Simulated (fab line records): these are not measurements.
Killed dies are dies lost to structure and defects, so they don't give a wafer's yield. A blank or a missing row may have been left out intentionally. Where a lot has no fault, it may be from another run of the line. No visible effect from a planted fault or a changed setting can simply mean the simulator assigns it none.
2 desks looking at one fault | flow ritCmos | every desk sees just its own numbers, and what lay behind them comes last

== THE METROLOGY DESK ==
Means of the sampled wafers that have a number, per lot and without regard to the tool the lot ran on: this is what the gauges read. If a lot's mean is further than 4 standard deviations from the usual mean, the lot is out of limits and carries the mark OUT (the distance appears in the brackets).
Columns: A = PSD_RS at RIT_SDANNEAL_RS_MEAS_04, usual 115.9 ohm/sq
lot  | first seen here | A
L590 | day 3 07:44     | 115.8
L591 | day 3 13:35     | 116.3
L592 | day 3 21:08     | 116.2
L593 | day 4 01:53     | 115.9
L595 | day 4 08:40     | 116.0
L597 | day 4 14:32     | 115.6
L599 | day 5 03:00     | 112.1 (-12) OUT
L600 | day 5 04:29     | 112.0 (-12) OUT
L603 | day 5 20:12     | 115.6
L608 | day 6 20:45     | 115.7
L610 | day 7 06:01     | 115.6
L611 | day 7 09:37     | 115.7
L612 | day 7 15:21     | 116.2
L613 | day 7 20:16     | 116.1
Per this desk, out of limits: L599, L600; the first was L599, day 5 03:00 (PSD_RS at RIT_SDANNEAL_RS_MEAS_04). Within limits: L590, L591, L592, L593, L595, L597, L603, L608, L610, L611, L612, L613.

== FOR THE TOOL OWNER'S DESK: implanter-02 ==
The tool's own readings at RIT_PSD_IMPLANT_08, given as means over the sampled wafers that have a number, one for each lot that went through this tool. If a lot's mean is further than 4 standard deviations from the usual mean, the lot is out of limits and carries the mark OUT (the distance appears in the brackets).
Columns: A = beamOnS at RIT_PSD_IMPLANT_08, usual 11.9 s; B = doseIonsCm2 at RIT_PSD_IMPLANT_08, usual 5e+15; C = faradayCurrentUA at RIT_PSD_IMPLANT_08, usual 12870
lot  | first seen here | A               | B                       | C
L593 | day 4 00:54     | 12.2            | 5e+15                   | 12588
L595 | day 4 07:52     | 11.9            | 5e+15                   | 12819
L597 | day 4 13:41     | 12.0            | 5e+15                   | 12726
L599 | day 5 02:08     | 16.9 (+7.9) OUT | 7e+15 (+99 or more) OUT | 12730
L600 | day 5 03:39     | 16.7 (+7.5) OUT | 7e+15 (+99 or more) OUT | 12907
This desk's verdict: out of limits on L599, L600, starting with L599 at day 5 02:08 (beamOnS at RIT_PSD_IMPLANT_08). Within limits: L593, L595, L597.

== BROUGHT TOGETHER ==
The tool owner's desk had the chance to raise an alarm at day 5 02:08 on L599, L600.
At day 5 03:00 the metrology desk could have sounded an alarm, on L599, L600.
Of the lots named, all ran RIT_PSD_IMPLANT_08 on implanter-02.

== WHAT THE SIMULATOR PUT IN ==
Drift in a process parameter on implanter-02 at RIT_PSD_IMPLANT_08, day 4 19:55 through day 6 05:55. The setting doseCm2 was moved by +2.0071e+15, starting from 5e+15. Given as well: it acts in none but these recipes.
Lots struck among those shown: L599, L600.
Fault start to first reading out of limits, in hours, per desk: tool owner, 6; metrology, 7.
